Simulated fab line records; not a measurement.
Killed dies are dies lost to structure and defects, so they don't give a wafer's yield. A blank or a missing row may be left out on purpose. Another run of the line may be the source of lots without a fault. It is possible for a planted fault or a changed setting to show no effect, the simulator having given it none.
Which tool was responsible? + flow rit cmos + 14 lots, 42 wafers sampled, at 2 steps of a route of 202

WHAT THE GAUGES READ, wafer by wafer
RIT_SPACER_THK_MEAS_04. Usual: SPACER_NITRIDE_THK typically reads 249.6 nm, with standard deviation 2.5.
| lot  | measured    | on            | SPACER_NITRIDE_THK (nm) | flag |
|------|-------------|---------------|-------------------------|------|
| L573 | day 3 03:32 | film metro-03 | 249.4 249.2 248.9       |      |
| L575 | day 3 08:35 | film metro-02 | 248.5 246.4 247.5       |      |
| L576 | day 3 14:53 | film metro-03 | 249.6 250.4 254.1       |      |
| L577 | day 3 18:42 | film metro-02 | 247.7 249.3 247.5       |      |
| L580 | day 4 08:17 | film metro-02 | 249.4 249.5 247.0       |      |
| L581 | day 4 14:23 | film metro-03 | 247.3 249.1 248.3       |      |
| L582 | day 4 20:45 | film metro-02 | 248.8 251.6 252.2       |      |
| L584 | day 5 04:28 | film metro-02 | 249.5 251.9 248.6       |      |
| L585 | day 5 09:44 | film metro-01 | 246.9 244.6 245.7       |      |
| L587 | day 5 21:52 | film metro-03 | 251.0 252.4 251.2       |      |
| L588 | day 6 01:52 | film metro-03 | 318.3 318.8 318.4       | OFF  |
| L589 | day 6 05:29 | film metro-02 | 319.4 320.4 322.1       | OFF  |
| L592 | day 6 22:13 | film metro-02 | 248.7 247.4 247.4       |      |
| L595 | day 7 11:56 | film metro-01 | 247.0 248.4 245.5       |      |

TOOL THAT RAN EACH LOT (tool first, then ch and the chambers of the sampled wafers, then the start)
| lot  | RIT_SPACER_CVD_03          |
|------|----------------------------|
| L573 | lpcvd-02 ch 0, day 3 01:37 |
| L575 | lpcvd-02 ch 1, day 3 06:40 |
| L576 | lpcvd-01 ch 1, day 3 12:00 |
| L577 | lpcvd-01 ch 1, day 3 16:47 |
| L580 | lpcvd-01 ch 1, day 4 06:22 |
| L581 | lpcvd-02 ch 1, day 4 12:28 |
| L582 | lpcvd-02 ch 0, day 4 18:50 |
| L584 | lpcvd-02 ch 0, day 5 02:32 |
| L585 | lpcvd-02 ch 0, day 5 07:49 |
| L587 | lpcvd-01 ch 0, day 5 19:57 |
| L588 | lpcvd-02 ch 1, day 5 23:56 |
| L589 | lpcvd-02 ch 0, day 6 03:34 |
| L592 | lpcvd-01 ch 1, day 6 20:17 |
| L595 | lpcvd-01 ch 1, day 7 10:00 |
- RIT_SPACER_CVD_03: deposits Si3N4 from SiH2Cl2/NH3, target thk 250 nm, time 3300 s.

AS READ BY THE TOOLS THEMSELVES (means over the sampled wafers that have a number; for cases with no such wafer, the mark the record gives instead)
RIT_SPACER_CVD_03. Usual: spike tc centre C 813.5 C, standard deviation 1.2.
| lot  | tool     | spike tc centre C (C) | flag |
|------|----------|-----------------------|------|
| L573 | lpcvd-02 | 813.1                 |      |
| L575 | lpcvd-02 | 812.5                 |      |
| L576 | lpcvd-01 | 813.3                 |      |
| L577 | lpcvd-01 | 813.1                 |      |
| L580 | lpcvd-01 | 813.4                 |      |
| L581 | lpcvd-02 | 811.9                 |      |
| L582 | lpcvd-02 | 813.6                 |      |
| L584 | lpcvd-02 | 813.8                 |      |
| L585 | lpcvd-02 | 814.2                 |      |
| L587 | lpcvd-01 | 813.9                 |      |
| L588 | lpcvd-02 | 812.5                 |      |
| L589 | lpcvd-02 | 814.9                 |      |
| L592 | lpcvd-01 | 813.9                 |      |
| L595 | lpcvd-01 | 813.6                 |      |

THE ANSWER, worked out from the rows above alone
Rule: lot off if the mean of its wafers having a number is beyond 3 standard deviations from the usual mean. Also off: a lot with no number at a reading for which 4 or more lots have one. All remaining lots with rows at the step are treated as sound. First the gauges in route order, then the tools' own readings, where a lot's mean is used as printed above. At the first step where some lot is off, the reading lying furthest off is the one used; lots without a number count as furthest.
Off: L588, L589, at RIT_SPACER_THK_MEAS_04 (SPACER_NITRIDE_THK).
If a tool, at a process step before that reading, ran all the lots that are off and no sound lot after the first of them, it fits. The gauges at RIT_SPACER_THK_MEAS_04 are tried like those tools. One candidate fits, namely lpcvd-02 at RIT_SPACER_CVD_03. A fault onset in the window from L585 (day 5 07:49, its last sound lot) to L588 (day 5 23:56, its first lot off) fits.

WHAT HAD BEEN PUT IN BY THE SIMULATOR
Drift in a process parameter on lpcvd-02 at RIT_SPACER_CVD_03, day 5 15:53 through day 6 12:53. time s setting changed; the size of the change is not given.
Lots struck among those shown: L588, L589. This agrees with what the rule above found.
